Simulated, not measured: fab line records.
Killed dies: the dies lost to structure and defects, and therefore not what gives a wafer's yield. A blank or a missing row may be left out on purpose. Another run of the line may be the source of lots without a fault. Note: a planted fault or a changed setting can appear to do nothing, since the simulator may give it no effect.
fab line records | flow ritCmos | part 1 of 2: steps 1 to 36 of 43
record lots=7 wafers=21 lastDay=7
route steps=202 shown PSD@149 SDANNEAL@153 NSD@158 PLDD@159 NLDD@160 SILICIDE@161 CONTACT@168 M1@184
lots untouched by any fault: they come from a run of this same line in which no faults occurred
startH: the number of hours between the record's first day and the start of the first shown wafer of the lot | waitH: how many hours have passed since the lot's step before this one | " repeats the value in the row above | L1.1+2: a single row standing in for several wafers | - no value, or no start was given | * or withheld: withheld | < > ~ a bound
route shown NAME@n: a module of which the file shows steps, and the number in the route of the first | usual: mean/standard deviation taken from wafers without a fault | same: alike in all rows | chamber/n: place in a boat | sites: readings site by site | _std_site: their standard deviation | _edge_site: mean of outer sites minus mean of inner sites | radiusMm: for every site, how far away it sits from the centre of the wafer | mask NAME#n: copy n | behind: the last tool/chamber to shape the wafer | hold: the reason the lot was held/the length of the hold in hours/how it ended | device: the n, p or np transistor that did not switch | end of line: the route-end tests of the same wafers | where a step has no rows: the recipe by itself | killed: the dies lost at the first sort to structure and to defects; this is not the yield of the wafer | map: shows each die of a wafer: x if killed, . if not, _ if none is there
set.NAME: the setting the step ran with; set.NAME@STEP: the setting that earlier step ran with | model.NAME: the simulator's own value behind a step, which no gauge read
a table for each step, a row for each wafer; lots at some steps of the route
services: when a tool's chamber went out of use (startH, in hours from the record's first day, below 0 if earlier), for how many hours, and the reason
## steps
# step RIT_PSD_HARDBAKE_07
# recipe resist=NOVOLAK tempC=140 timeS=60
# step RIT_PSD_IMPLANT_08
# recipe species=BF2 energyKev=27 doseCm2=5e+15 tiltDeg=7
# step RIT_PSD_STRIP_09
# recipe chemistry=O2 timeS=180 resist=NOVOLAK platenTempC=withheld powerW=500 pressureMtorr=4000 o2FlowSccm=4000
# step RIT_PSD_TW_MEAS_10
# usual PSD_TW=3414/21
# columns lot.wafer tool chamber startH waitH PSD_TW
L708.3 filmMetro-02 - 54.18 0.1 3400
L708.5 " - " " 3404
L708.6 " - " " 3406
L714.2 filmMetro-04 - 84.87 0.1 3442
L714.4 " - " " 3448
L714.6 " - " " 3444
L716.2 filmMetro-01 - 103.57 0.1 3432
L716.3 " - " " 3419
L716.5 " - " " 3423
L718.1 filmMetro-02 - 111.29 0.1 3421
L718.2 " - " " 3408
L718.3 " - " " 3406
L719.1 filmMetro-01 - 111.71 0.1 3410
L719.5 " - " " 3414
L719.6 " - " " 3408
L726.2 filmMetro-02 - 144.92 0.1 3383
L726.3 " - " " 3417
L726.6 " - " " 3395
L727.3 filmMetro-04 - 149.36 0.1 3481
L727.4 " - " " 3459
L727.5 " - " " 3468
# step RIT_SDANNEAL_CLEAN_00
# recipe chemistry=SC1 mix=3:3:50 timeS=600 tempC=75
# step RIT_SDANNEAL_CLEAN_01
# recipe chemistry=dHF dilution=50:1 timeS=30
# step RIT_SDANNEAL_CLEAN_02
# recipe chemistry=SC2 mix=3:3:50 timeS=600 tempC=75 dry=n2Spin
# step RIT_SDANNEAL_RTA_03
# recipe tempC=1050 timeS=5 idleTempC=600 rampUpCPerS=342 rampDownCPerS=171 coolToC=600 ambient=N2
# step RIT_SDANNEAL_RS_MEAS_04
# recipe thkMeasGauge=four-point-probe
# usual PSD_RS=115.8/0.3
# columns lot.wafer tool chamber startH waitH PSD_RS[ohm/sq]
L708.3 filmMetro-04 - 54.68 0.1 115.9
L708.5 " - " " 116.5
L708.6 " - " " 116.1
L714.2 filmMetro-02 - 85.36 0.1 115.1
L714.4 " - " " 115.6
L714.6 " - " " 115.4
L716.2 filmMetro-01 - 104.06 0.1 115.8
L716.3 " - " " 115.9
L716.5 " - " " 115.9
L718.1 filmMetro-02 - 111.77 0.0 115.5
L718.2 " - " " 115.7
L718.3 " - " " 115.7
L719.1 filmMetro-04 - 112.19 0.0 116.3
L719.5 " - " " 116.3
L719.6 " - " " 116.4
L726.2 filmMetro-01 - 145.42 0.1 116.2
L726.3 " - " " 116.1
L726.6 " - " " 116.5
L727.3 filmMetro-02 - 149.86 0.1 115.7
L727.4 " - " " 115.9
L727.5 " - " " 115.7
# step RIT_SDANNEAL_RS_MEAS_05
# recipe thkMeasGauge=four-point-probe
# usual NSD_RS=85.07/0.28
# columns lot.wafer tool chamber startH waitH NSD_RS[ohm/sq]
L708.3 filmMetro-04 - 54.80 0.1 85.29
L708.5 " - " " 85.08
L708.6 " - " " 85.29
L714.2 filmMetro-02 - 85.48 0.1 84.72
L714.4 " - " " 84.95
L714.6 " - " " 84.73
L716.2 filmMetro-01 - 104.18 0.1 85.17
L716.3 " - " " 85.21
L716.5 " - " " 84.97
L718.1 filmMetro-02 - 111.89 0.1 84.60
L718.2 " - " " 84.78
L718.3 " - " " 84.33
L719.1 filmMetro-04 - 112.31 0.1 85.26
L719.5 " - " " 85.23
L719.6 " - " " 85.15
L726.2 filmMetro-01 - 145.54 0.1 85.05
L726.3 " - " " 85.19
L726.6 " - " " 85.27
L727.3 filmMetro-02 - 149.98 0.1 84.74
L727.4 " - " " 84.88
L727.5 " - " " 84.75
# step RIT_SDANNEAL_RS_MEAS_06
# recipe thkMeasGauge=four-point-probe
# usual PLDD_RS=177.9/0.48
# columns lot.wafer tool chamber startH waitH PLDD_RS[ohm/sq]
L708.3 filmMetro-04 - 54.92 0.1 178.7
L708.5 " - " " 178.8
L708.6 " - " " 178.4
L714.2 filmMetro-02 - 85.60 0.1 177.2
L714.4 " - " " 177.5
L714.6 " - " " 177.3
L716.2 filmMetro-01 - 104.30 0.1 177.4
L716.3 " - " " 178.7
L716.5 " - " " 177.7
L718.1 filmMetro-02 - 112.01 0.1 177.4
L718.2 " - " " 177.5
L718.3 " - " " 177.5
L719.1 filmMetro-04 - 112.43 0.1 178.7
L719.5 " - " " 179.3
L719.6 " - " " 178.6
L726.2 filmMetro-01 - 145.66 0.1 178.7
L726.3 " - " " 178.2
L726.6 " - " " 178.7
L727.3 filmMetro-02 - 150.10 0.1 177.6
L727.4 " - " " 178.1
L727.5 " - " " 177.6
# step RIT_SDANNEAL_RS_MEAS_07
# recipe thkMeasGauge=four-point-probe
# usual NLDD_RS=151.5/0.48
# columns lot.wafer tool chamber startH waitH NLDD_RS[ohm/sq]
L708.3 filmMetro-04 - 55.04 0.1 152.4
L708.5 " - " " 152.1
L708.6 " - " " 151.9
L714.2 filmMetro-02 - 85.72 0.1 151.4
L714.4 " - " " 151.3
L714.6 " - " " 150.8
L716.2 filmMetro-01 - 104.42 0.1 152.1
L716.3 " - " " 151.4
L716.5 " - " " 152.0
L718.1 filmMetro-02 - 112.13 0.1 151.9
L718.2 " - " " 151.4
L718.3 " - " " 152.4
L719.1 filmMetro-04 - 112.55 0.1 151.9
L719.5 " - " " 151.6
L719.6 " - " " 151.5
L726.2 filmMetro-01 - 145.78 0.1 151.2
L726.3 " - " " 151.5
L726.6 " - " " 151.4
L727.3 filmMetro-02 - 150.22 0.1 151.5
L727.4 " - " " 151.2
L727.5 " - " " 151.4
# step RIT_SILICIDE_WET_ETCH_00
# recipe chemistry=BOE target=SiO2 targetDepthNm=14 timeS=15.5 dry=n2Spin dilution=10:1 tempC=21.5
# columns lot.wafer tool chamber startH waitH
L708.3+5+6 wetBench-03 2 55.12 0.1
L714.2+4+6 wetBench-02 2 85.82 0.1
L716.2+3+5 wetBench-03 1 104.52 0.1
L718.1+2+3 wetBench-03 3 112.25 0.1
L719.1+5+6 wetBench-03 2 112.67 0.1
L726.2+3+6 wetBench-01 2 145.88 0.1
L727.3+4+5 wetBench-01 1 150.30 0.1
# step RIT_SILICIDE_SPUTTER_01
# recipe material=Ti targetThkNm=30 powerW=350 chamberPressurePa=0.667 gas=Ar timeS=240 substrateTempC=25
# usual throttleValvePct=29.7/0.73
# columns lot.wafer tool chamber startH waitH throttleValvePct
L708.3 pvdSputter-01 - 55.13 0.0 29.1
L708.5 " - " " 30.3
L708.6 " - " " 30.7
L714.2 pvdSputter-01 - 85.84 0.0 30.8
L714.4 " - " " 29.1
L714.6 " - " " 29.1
L716.2 pvdSputter-01 - 104.54 0.0 30.9
L716.3 " - " " 30.1
L716.5 " - " " 30.6
L718.1 pvdSputter-01 - 112.26 0.0 28.9
L718.2 " - " " 30.4
L718.3 " - " " 30.9
L719.1 pvdSputter-02 - 112.69 0.0 30.1
L719.5 " - " " 30.4
L719.6 " - " " 28.9
L726.2 pvdSputter-01 - 145.89 0.0 30.7
L726.3 " - " " 28.9
L726.6 " - " " 28.8
L727.3 pvdSputter-01 - 150.31 0.0 28.7
L727.4 " - " " 31.0
L727.5 " - " " 30.3
# step RIT_SILICIDE_RS_MEAS_02
# recipe thkMeasGauge=four-point-probe reads=Ti_of_SILICIDE_SPUTTER_01
# usual SILICIDE_TI_RS=47.9/0.68
# columns lot.wafer tool chamber startH waitH SILICIDE_TI_RS[ohm/sq]
L708.3 filmMetro-03 - 55.32 0.1 48.4
L708.5 " - " " 48.0
L708.6 " - " " 47.3
L714.2 filmMetro-03 - 86.01 0.1 48.1
L714.4 " - " " 47.9
L714.6 " - " " 48.7
L716.2 filmMetro-02 - 104.71 0.1 47.1
L716.3 " - " " 48.3
L716.5 " - " " 47.4
L718.1 filmMetro-03 - 112.41 0.1 48.7
L718.2 " - " " 48.0
L718.3 " - " " 47.6
L719.1 filmMetro-02 - 112.84 0.1 47.6
L719.5 " - " " 47.6
L719.6 " - " " 47.7
L726.2 filmMetro-03 - 146.06 0.1 46.3
L726.3 " - " " 46.3
L726.6 " - " " 46.5
L727.3 filmMetro-03 - 150.50 0.1 49.1
L727.4 " - " " 48.3
L727.5 " - " " 49.2
# step RIT_SILICIDE_THK_MEAS_03
# recipe thkMeasGauge=xrf reads=Ti_of_SILICIDE_SPUTTER_01
# usual SILICIDE_TI_THK=30.0/0.33
# columns lot.wafer tool chamber startH waitH SILICIDE_TI_THK[nm]
L708.3 filmMetro-03 - 55.42 0.1 29.8
L708.5 " - " " 29.8
L708.6 " - " " 30.3
L714.2 filmMetro-03 - 86.12 0.1 30.1
L714.4 " - " " 30.2
L714.6 " - " " 29.7
L716.2 filmMetro-02 - 104.82 0.1 30.1
L716.3 " - " " 29.5
L716.5 " - " " 30.0
L718.1 filmMetro-03 - 112.53 0.1 29.6
L718.2 " - " " 30.1
L718.3 " - " " 30.1
L719.1 filmMetro-02 - 112.96 0.1 30.0
L719.5 " - " " 29.8
L719.6 " - " " 29.9
L726.2 filmMetro-03 - 146.17 0.1 30.9
L726.3 " - " " 30.9
L726.6 " - " " 30.7
L727.3 filmMetro-03 - 150.60 0.1 29.4
L727.4 " - " " 29.9
L727.5 " - " " 29.5
# step RIT_SILICIDE_RTA_04
# recipe tempC=650 timeS=10 idleTempC=25 rampUpS=5 rampDownS=5 coolToC=25 ambient=N2
# step RIT_SILICIDE_WET_ETCH_05
# recipe chemistry=SPM target=Ti tempC=90 timeS=120 dry=n2Spin
# step RIT_SILICIDE_RTA_06
# recipe tempC=750 timeS=10 idleTempC=25 rampUpS=5 rampDownS=10 coolToC=25 ambient=N2
# step RIT_CONTACT_CVD_00
# recipe material=SiO2 targetThkNm=400 precursor=TEOS tempC=390 timeS=61 rfW=389.5
# usual heaterPowerW=313/47
# columns lot.wafer tool chamber startH waitH heaterPowerW sinceWetCleanH
L708.3 pecvd-03 1 55.64 0.0 339 1392
L708.5 " 2 " " 378 -
L708.6 " 1 " " 361 -
L714.2 pecvd-03 2 86.34 0.0 370 1423
L714.4 " 0 " " 293 -
L714.6 " 2 " " 375 -
L716.2 pecvd-02 2 105.04 0.0 239 1051
L716.3 " 1 " " 238 1051
L716.5 " 1 " " 252 -
L718.1 pecvd-04 2 112.77 0.1 282 264
L718.2 " 0 " " 249 264
L718.3 " 1 " " 360 264
L719.1 pecvd-02 2 113.19 0.1 290 1059
L719.5 " 1 " " 312 -
L719.6 " 0 " " 323 -
L726.2 pecvd-03 1 146.40 0.0 405 1483
L726.3 " 0 " " 297 1483
L726.6 " 1 " " 410 -
L727.3 pecvd-04 1 150.82 0.0 362 302
L727.4 " 1 " " 391 -
L727.5 " 2 " " 360 -
# step RIT_CONTACT_THK_MEAS_01
# recipe reads=SiO2_of_CONTACT_CVD_00
# usual CONTACT_TEOS_THK=398/4.6
# columns lot.wafer tool chamber startH waitH CONTACT_TEOS_THK[nm]
L708.3 filmMetro-01 - 55.71 0.0 393
L708.5 " - " " 397
L708.6 " - " " 400
L714.2 filmMetro-01 - 86.40 0.0 396
L714.4 " - " " 398
L714.6 " - " " 398
L716.2 filmMetro-03 - 105.10 0.0 393
L716.3 " - " " 397
L716.5 " - " " 404
L718.1 filmMetro-01 - 112.82 0.0 394
L718.2 " - " " 393
L718.3 " - " " 390
L719.1 filmMetro-03 - 113.24 0.0 394
L719.5 " - " " 407
L719.6 " - " " 399
L726.2 filmMetro-01 - 146.46 0.0 395
L726.3 " - " " 394
L726.6 " - " " 407
L727.3 filmMetro-01 - 150.89 0.0 388
L727.4 " - " " 397
L727.5 " - " " 398
# step RIT_CONTACT_HMDS_02
# recipe primeTimeS=60 primeTempC=140
# step RIT_CONTACT_COAT_03
# recipe resist=NOVOLAK spinRpm=3250 resistThkNm=1000
# step RIT_CONTACT_SOFTBAKE_04
# recipe resist=NOVOLAK tempC=90 timeS=60
# step RIT_CONTACT_EXPOSE_05
# recipe maskId=M11 na=0.6 sourceShape=conventional sigmaOuter=0.5 targetCdNm=1000 doseMj=250
# step RIT_CONTACT_PEB_06
# recipe resist=NOVOLAK tempC=withheld timeS=withheld
# step RIT_CONTACT_DEVELOP_07
# recipe resist=NOVOLAK developTimeS=120 devTempC=23
# step RIT_CONTACT_CD_MEAS_08
# recipe targetCdNm=1000
# usual cdNm=999.7/2.1
# columns lot.wafer tool chamber startH waitH cdNm
L708.3 cdSem-01 - 56.76 - 999.1
L708.5 " - " " 1001.9
L708.6 " - " " 999.9
L714.2 cdSem-02 - 87.58 - 1001.1
L714.4 " - " " 1001.1
L714.6 " - " " 1002.7
L716.2 cdSem-02 - 106.26 - 1000.9
L716.3 " - " " 999.8
L716.5 " - " " 1002.5
L718.1 cdSem-02 - 113.85 - 998.7
L718.2 " - " " 997.6
L718.3 " - " " 998.2
L719.1 cdSem-01 - 114.30 - 1000.7
L719.5 " - " " 1002.2
L719.6 " - " " 1003.7
L726.2 cdSem-01 - 147.68 - 1000.7
L726.3 " - " " 1001.6
L726.6 " - " " 999.2
L727.3 cdSem-02 - 152.23 - 999.8
L727.4 " - " " 999.4
L727.5 " - " " 1000.4
# step RIT_CONTACT_OVL_MEAS_09
# usual CONTACT_OVL=-0.7/1.3
# columns lot.wafer tool chamber startH waitH CONTACT_OVL[nm]
L708.3 overlay-02 - 56.86 0.1 -1.4
L708.5 " - " " -1.2
L708.6 " - " " -2.2
L714.2 overlay-02 - 87.68 0.1 -0.1
L714.4 " - " " -1.1
L714.6 " - " " -0.9
L716.2 overlay-02 - 106.37 0.1 0.4
L716.3 " - " " 1.9
L716.5 " - " " 0.2
L718.1 overlay-02 - 113.97 0.1 -1.3
L718.2 " - " " -2.1
L718.3 " - " " -0.1
L719.1 overlay-01 - 114.42 0.1 0.2
L719.5 " - " " -2.4
L719.6 " - " " -1.3
L726.2 overlay-02 - 147.79 0.1 0.0
L726.3 " - " " 1.3
L726.6 " - " " 1.2
L727.3 overlay-01 - 152.32 0.1 -1.7
L727.4 " - " " -1.0
L727.5 " - " " -1.1
# step RIT_CONTACT_HARDBAKE_10
# recipe resist=NOVOLAK tempC=140 timeS=60
# step RIT_CONTACT_ETCH_11
# recipe targetDepthA=4800 overEtchFrac=0.2 stopOn=TiSi2 chemistry=CHF3/CF4/Ar target=SiO2 CHF3_flow_sccm=50 cf4FlowSccm=10 Ar_flow_sccm=100 O2_flow_sccm=5 pressureMtorr=100 rfW=200 timeS=320
# usual cf4FlowSccm=10.00/0.033 drypumpMotorCurrentA=5.8/0.37 oesProductAu=0.990/0.018 throttleValvePct=8.77/0.11
# same overEtchFrac=0.2
# columns lot.wafer tool chamber startH waitH cf4FlowSccm drypumpMotorCurrentA oesProductAu rfHoursCounterH throttleValvePct
L708.3 rieDiel-01 0 57.03 0.1 9.94 5.4 1.021 5 8.58
L708.5 " 3 " " 10.04 5.7 0.990 - 8.75
L708.6 " 2 " " 10.03 6.2 0.974 - 8.77
L714.2 rieDiel-04 2 87.86 0.1 9.96 5.5 0.996 148 8.70
L714.4 " 1 " " 10.02 6.9 0.966 - 8.59
L714.6 " 2 " " 9.96 5.5 0.983 - 8.72
L716.2 rieDiel-04 0 106.55 0.1 10.01 5.4 0.972 97 8.84
L716.3 " 2 " " 10.03 5.5 0.985 148 8.71
L716.5 " 0 " " 10.04 5.5 0.980 - 8.86
L718.1 rieDiel-02 3 114.15 0.1 10.01 5.9 0.986 1 8.83
L718.2 " 1 " " 9.98 5.8 0.974 9 8.94
L718.3 " 0 " " 10.00 5.6 1.021 1 8.89
L719.1 rieDiel-01 0 114.60 0.1 9.99 5.5 1.013 6 8.61
L719.5 " 2 " " 10.08 6.1 0.972 - 8.77
L719.6 " 1 " " 9.97 5.7 1.018 - 8.62
L726.2 rieDiel-02 3 147.97 0.1 10.02 5.9 0.998 2 8.82
L726.3 " 1 " " 10.03 5.8 0.972 10 8.94
L726.6 " 3 " " 9.98 5.9 0.993 - 8.81
L727.3 rieDiel-04 3 152.50 0.1 10.08 6.4 0.976 73 8.79
L727.4 " 1 " " 9.98 6.8 0.987 - 8.61
L727.5 " 3 " " 10.08 6.3 0.971 - 8.78
# step RIT_CONTACT_STRIP_12
# recipe chemistry=O2 timeS=180 resist=NOVOLAK platenTempC=withheld powerW=500 pressureMtorr=4000 o2FlowSccm=4000
# usual drypumpMotorCurrentA=5.4/0.47 o2FlowSccm=3999/12
# columns lot.wafer tool chamber startH waitH drypumpMotorCurrentA o2FlowSccm rfHoursCounterH
L708.3 plasmaAsher-03 1 57.28 0.2 5.0 3989 -
L708.5 " 0 " " 5.7 3986 -
L708.6 " 1 " " 4.9 3976 -
L714.2 plasmaAsher-03 1 88.06 0.1 5.0 3980 45
L714.4 " 1 " " 4.9 3995 -
L714.6 " 0 " " 5.7 3997 -
L716.2 plasmaAsher-04 1 106.74 0.1 5.0 4014 47
L716.3 " 0 " " 6.1 3972 -
L716.5 " 0 " " 6.1 3990 -
L718.1 plasmaAsher-04 1 114.35 0.1 5.0 4006 48
L718.2 " 0 " " 6.1 4005 48
L718.3 " 0 " " 6.2 4008 -
L719.1 plasmaAsher-03 0 114.80 0.1 5.7 3985 49
L719.5 " 0 " " 5.7 3984 -
L719.6 " 1 " " 4.9 3985 -
L726.2 plasmaAsher-01 0 148.16 0.1 5.4 3991 1
L726.3 " 1 " " 4.8 3994 -
L726.6 " 1 " " 4.8 4003 -
L727.3 plasmaAsher-04 0 152.75 0.2 6.1 3985 -
L727.4 " 1 " " 5.0 3999 -
L727.5 " 1 " " 5.0 3970 -
# step RIT_CONTACT_CD_MEAS_90
# recipe targetCdNm=1000
# usual cdNm=999.7/2
# columns lot.wafer tool chamber startH waitH cdNm
L708.3 cdSem-02 - 57.44 0.1 999.9
L708.5 " - " " 1001.7
L708.6 " - " " 999.7
L714.2 cdSem-02 - 88.25 0.1 1001.0
L714.4 " - " " 1000.7
L714.6 " - " " 1002.3
L716.2 cdSem-02 - 106.94 0.1 1000.5
L716.3 " - " " 1000.0
L716.5 " - " " 1002.4
L718.1 cdSem-02 - 114.52 0.1 998.9
L718.2 " - " " 997.6
L718.3 " - " " 998.4
L719.1 cdSem-02 - 114.97 0.1 1001.2
L719.5 " - " " 1002.0
L719.6 " - " " 1004.5
L726.2 cdSem-01 - 148.36 0.1 1000.5
L726.3 " - " " 1001.7
L726.6 " - " " 999.0
L727.3 cdSem-02 - 152.91 0.1 999.6
L727.4 " - " " 999.1
L727.5 " - " " 999.8
# step RIT_CONTACT_CLEAN_13
# recipe chemistry=SC1 mix=3:3:50 timeS=600 tempC=75
# step RIT_CONTACT_CLEAN_14
# recipe chemistry=SC2 mix=3:3:50 timeS=600 tempC=75 dry=n2Spin
# step RIT_M1_SPUTTER_00
# recipe material=Al targetThkNm=400 powerW=2055 chamberPressurePa=0.4 gas=Ar timeS=500 substrateTempC=25
# usual throttleValvePct=29.9/0.52
# columns lot.wafer tool chamber startH waitH throttleValvePct
L708.3 pvdSputter-02 - 57.87 0.0 30.5
L708.5 " - " " 30.0
L708.6 " - " " 29.9
L714.2 pvdSputter-02 - 88.70 0.0 30.5
L714.4 " - " " 30.1
L714.6 " - " " 30.1
L716.2 pvdSputter-04 - 107.39 0.0 30.1
L716.3 " - " " 29.3
L716.5 " - " " 30.4
L718.1 pvdSputter-04 - 114.99 0.0 29.8
L718.2 " - " " 30.3
L718.3 " - " " 29.2
L719.1 pvdSputter-03 - 115.46 0.0 29.9
L719.5 " - " " 29.6
L719.6 " - " " 30.5
L726.2 pvdSputter-04 - 148.81 0.0 28.7
L726.3 " - " " 29.3
L726.6 " - " " 30.0
L727.3 pvdSputter-03 - 153.35 0.0 29.8
L727.4 " - " " 30.3
L727.5 " - " " 30.2
